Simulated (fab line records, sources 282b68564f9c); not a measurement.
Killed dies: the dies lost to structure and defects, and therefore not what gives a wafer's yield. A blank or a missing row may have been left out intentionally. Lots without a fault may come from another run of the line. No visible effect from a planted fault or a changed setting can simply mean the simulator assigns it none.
What tool caused it? -- flow rit cmos -- Sampling: 14 lots, 42 wafers, 2 of 202 route steps

## WHAT EACH GAUGE READ, for each wafer
RIT_ACTIVE_THK_MEAS_04.
lot,measured,on,ACTIVE_NITRIDE_THK (nm)
L668,day 1 13:32,film metro-02,153.0 152.8 153.2
L670,day 2 00:15,film metro-01,149.2 150.6 150.5
L671,day 2 04:32,film metro-01,153.4 152.9 153.3
L673,day 2 15:42,film metro-03,149.4 150.0 150.1
L674,day 2 19:50,film metro-01,126.6 125.0 125.8
L675,day 3 01:43,film metro-02,125.7 124.9 125.2
L683,day 4 16:32,film metro-03,150.9 151.0 150.4
L684,day 4 21:32,film metro-03,148.7 149.7 150.4
L685,day 5 02:32,film metro-01,150.2 150.5 151.6
L686,day 5 07:32,film metro-03,149.3 150.5 148.6
L688,day 5 17:33,film metro-01,147.8 147.6 147.6
L689,day 5 22:33,film metro-03,151.8 150.5 150.1
L690,day 6 03:32,film metro-02,150.8 150.7 150.5
L691,day 6 09:16,film metro-01,149.1 150.1 149.7

## WHAT TOOL EACH LOT RAN ON (gives the tool, then ch and the chambers of the sampled wafers, and finally the start)
lot,RIT_ACTIVE_CVD_03
L668,"lpcvd-01 ch 1, day 1 12:07"
L670,"lpcvd-02 ch 1, day 1 22:07"
L671,"lpcvd-01 ch 0, day 2 03:07"
L673,"lpcvd-01 ch 1, day 2 14:16"
L674,"lpcvd-01 ch 1, day 2 18:25"
L675,"lpcvd-01 ch 0, day 3 00:18"
L683,"lpcvd-02 ch 1, day 4 15:07"
L684,"lpcvd-02 ch 0, day 4 20:07"
L685,"lpcvd-02 ch 1, day 5 01:07"
L686,"lpcvd-02 ch 0, day 5 06:07"
L688,"lpcvd-02 ch 1, day 5 16:07"
L689,"lpcvd-02 ch 1, day 5 21:07"
L690,"lpcvd-01 ch 0, day 6 02:07"
L691,"lpcvd-02 ch 1, day 6 07:07"
- RIT_ACTIVE_CVD_03: deposits Si3N4 from SiH2Cl2/NH3, target thk 150 nm, time 1500 s.

## AS READ BY THE TOOLS THEMSELVES (means over the sampled wafers that have a number; for cases with no such wafer, the mark the record gives instead)
The record holds no such reading with a usual standard deviation.

## THE ANSWER, worked out from the rows above alone
Rule: the usual values come from the lots themselves. Put in order of their means at a reading, lots are off if they are a third of the lots or fewer, leave a main group of 4 or more, and stand apart from it by a gap of 3 or more times the standard deviation of the main group's means; of several such gaps the widest counts. A main group whose means are all the same, to the digits that the tables above print for the reading, isn't used. A lot without any number at a reading at which 4 lots or more have one is off too. Where the step has rows for the other lots, those lots are counted as sound. After the gauges, taken in route order, come the tools' own readings; for these a lot's mean is taken, as printed above. At the first step where some lot is off, the reading lying furthest off is the one used; lots without a number count as furthest.
Off: L674, L675, seen at RIT_ACTIVE_THK_MEAS_04 (ACTIVE_NITRIDE_THK). The main group has a mean of 150.5 nm with a standard deviation of 1.4.
A tool fits if, at a process step before that reading, it ran every lot that is off, and no sound lot after the first of them. Those tools and the gauges at RIT_ACTIVE_THK_MEAS_04 are tried in the same way. None of those tried fits.

## WHAT THE SIMULATOR HAD PUT IN
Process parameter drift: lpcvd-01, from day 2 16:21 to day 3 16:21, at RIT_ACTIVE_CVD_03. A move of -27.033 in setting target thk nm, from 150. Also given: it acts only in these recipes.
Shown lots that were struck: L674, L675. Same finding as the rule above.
